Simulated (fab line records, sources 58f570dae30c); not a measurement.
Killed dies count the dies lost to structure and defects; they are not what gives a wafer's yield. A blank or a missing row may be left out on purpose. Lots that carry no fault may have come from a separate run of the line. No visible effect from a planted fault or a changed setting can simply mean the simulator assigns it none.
8D (eight disciplines) problem report, filled in by code | flow berkeley-cmos170 | the parts of the form that need people (team, actions taken, sign-off) are left out

== 1. WHAT WENT WRONG ==
Across 12 wafers from 4 lots, GATE_OVL at UCB170_GATE_OVL_MEAS_13 averages -134 nm, while fault-free wafers read -1 nm with a standard deviation of 5.1. Relative to the usual mean, that is a shift of -26 standard deviations.
First observed at day 7 23:35: wafer L763.1, on overlay-02. Wafers with a number at this step in the record: 48, from 16 lots. The rule behind "out" and "out of limits": a value lying over 4 standard deviations away from the usual mean. Any other wafer with a number is counted as sound.

== 2. WHAT THIS IS AND IS NOT ==
question                    | is                     | is not
which readings at this step | GATE_OVL               | -
which lots                  | L763, L764, L766, L767 | L755, L756, L757, L758, L759, L760, L761, L762, L765, L768, L775, L778
which wafers of those lots  | all that have a number | -
read on which gauges        | overlay-01, overlay-02 | -
when                        | from day 7 23:35       | up to then (27 sound wafers); but 9 sound wafers of L768, L775, L778 came after

== 3. THE SUSPECTS, EACH WITH WHAT RULES IT OUT ==
Counting: a tool at any process step up to the reading remains a suspect when it ran all the lots that are out and ran no sound lot after the first of those.
- the gauge at UCB170_GATE_OVL_MEAS_13: ruled out. Those wafers that are out were read across 2 gauges (overlay-01, overlay-02).
- krf-scanner-02 at UCB170_GATE_EXPOSE_09 (exposes mask POLY, target cd 350 nm): kept. It ran every lot that is out, first L763 (day 7 22:59), and no sound lot after that; its last sound lot up to then is L765 (day 7 22:53).
The count leaves krf-scanner-02 at UCB170_GATE_EXPOSE_09.

== 4. THE CAUSE (what the simulator had put in) ==
Scanner matching overlay: krf-scanner-02, from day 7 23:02 on, at UCB170_GATE_EXPOSE_09. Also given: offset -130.
The count eliminated every tool but this one.

== 5. SEQUENCE OF EFFECTS, ordered by route ==
One row per reading whose mean, taken over the struck wafers that have a number, lies over 3 standard deviations from the usual. Only readings whose record carries a usual standard deviation are examined. hours: median over the lots of the time between each lot's start at the first step of this table that gives one and its start at this step. sigmas: the change, counted in usual standard deviations.
hours | step                    | reading  | usual | on struck wafers | change | sigmas
0     | UCB170_GATE_OVL_MEAS_13 | GATE_OVL | -1 nm | -134             | -133   | -26
Later measuring or inspecting steps at which every struck wafer that the step has a row for has a number for every such reading, and none has moved that far: UCB170_CONTACT_CD_MEAS_15, UCB170_V1_CD_MEAS_12.

== 6. WHAT WOULD HAVE CAUGHT IT SOONER ==
In this record the first reading out of limits at a measuring or inspecting step was taken at day 7 23:35, 1 hour after the fault began at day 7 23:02.
Tool readings at UCB170_GATE_EXPOSE_09 with a usual standard deviation given in the record: none out on any struck wafer, hence no alarm at a limit of 4 standard deviations on them.
Of the lots that are out (4), L767 began UCB170_GATE_EXPOSE_09 on krf-scanner-02 after day 7 23:35. A tool hold placed at that time would have kept it from harm.
